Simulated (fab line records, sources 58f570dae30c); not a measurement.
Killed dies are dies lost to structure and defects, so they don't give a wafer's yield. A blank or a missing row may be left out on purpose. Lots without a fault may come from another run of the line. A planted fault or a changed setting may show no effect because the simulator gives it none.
A struck lot beside a sound one | flow berkeley_cmos170 | 15 steps out of a route of 331
Sound: wafers L659.3, L659.4, L659.6. Struck: wafers L668.2, L668.3, L668.6. The cause comes at the end.
At each step with rows: each side's tool, then ch and its chambers, then its first start. Under that, the readings that differ: sound wafers | struck wafers | difference of the means | sigmas: that difference in standard deviations of wafers without a fault.
alike: readings whose means differ by less than 2 such deviations, and words and numbers that are the same on both sides. not compared: withheld readings, readings that some wafer has no value for, bounds like >300 that may hide the same value, and numbers for which the record gives no deviation and whose values overlap.
The two part at a step that has a row with sigmas, a row that says differs or no value, or rows on one side only. Numbers that don't overlap but have no deviation are shown without sigmas and don't part them. A reading that every wafer of one side lacks parts them only if that side has two wafers or more.

UCB170_ACTIVE_THK_MEAS_03:
  sound on film_metro-02, day 5 17:32; struck on film_metro-04, day 7 15:00
  reading               | sound          | struck         | difference | sigmas
  ACTIVE_OXIDE_THK (nm) | 26.3 25.5 26.2 | 26.9 27.1 26.9 | +1.0       | +2
then, 2 steps without rows for these wafers: UCB170_ACTIVE_ANNEAL_04 (time 900 s); UCB170_ACTIVE_CVD_05 (deposits Si3N4 from SiH2Cl2/NH3, target thk 220 nm, time 3300 s).
UCB170_ACTIVE_THK_MEAS_06:
  sound on film_metro-02, day 6 00:25; struck on film_metro-04, day 8 01:29
  alike: ACTIVE_NITRIDE_THK
then, 6 steps without rows for these wafers: UCB170_ACTIVE_HMDS_07 (prime time 60 s); UCB170_ACTIVE_COAT_08 (resist thk 900 nm); UCB170_ACTIVE_SOFTBAKE_09 (time 60 s); UCB170_ACTIVE_EXPOSE_10 (exposes mask ACTIVE, target cd 1200 nm); UCB170_ACTIVE_PEB_11; UCB170_ACTIVE_DEVELOP_12 (develop time 45 s).
UCB170_ACTIVE_CD_MEAS_13: target cd 1200 nm.
  sound on cd_sem-01, day 6 01:44; struck on cd_sem-02, day 8 03:17
  alike: cd_nm
UCB170_ACTIVE_OVL_MEAS_14:
  sound on overlay-02, day 6 01:49; struck on overlay-01, day 8 03:23
  reading         | sound | struck     | difference | sigmas
  ACTIVE_OVL (nm) | 0 1 2 | -6 -11 -10 | -10        | -2
UCB170_ACTIVE_ETCH_15: etches Si3N4 in CH3F/Ar/O2, stops on SiO2, target depth 242 nm, time 151 s.
  sound on rie_diel-02 ch 0,3, day 6 01:51; struck on rie_diel-02 ch 2,3, day 8 03:25
  reading            | sound             | struck            | difference | sigmas
  rf_fwd_power_W (W) | 449.4 449.4 448.9 | 378.7 379.3 377.4 | -70.8      | -54
  alike: drypump_motor_current_A, oes_product_au, throttle_valve_pct
  not compared: rf_hours_counter_h, model.KrF_of_ACTIVE_COAT_08.thk_nm
UCB170_ACTIVE_STRIP_16: strips in O2.
  sound on plasma_asher-01 ch 0,1, day 6 01:59; struck on plasma_asher-03 ch 0, day 8 03:31
  alike: drypump_motor_current_A, o2_flow_sccm, oes_product_au, strip_time_to_endpoint_s
  not compared: rf_hours_counter_h
UCB170_ACTIVE_CD_MEAS_90: target cd 1200 nm.
  sound on cd_sem-02, day 6 02:05; struck on cd_sem-02, day 8 03:38
  alike: cd_nm

WHERE THEY PART
First at UCB170_ACTIVE_THK_MEAS_03; last, within this record, at UCB170_ACTIVE_ETCH_15. Later steps at which nothing parts them and some readings are alike: UCB170_ACTIVE_STRIP_16, UCB170_ACTIVE_CD_MEAS_90.

WHY: what the simulator had put in
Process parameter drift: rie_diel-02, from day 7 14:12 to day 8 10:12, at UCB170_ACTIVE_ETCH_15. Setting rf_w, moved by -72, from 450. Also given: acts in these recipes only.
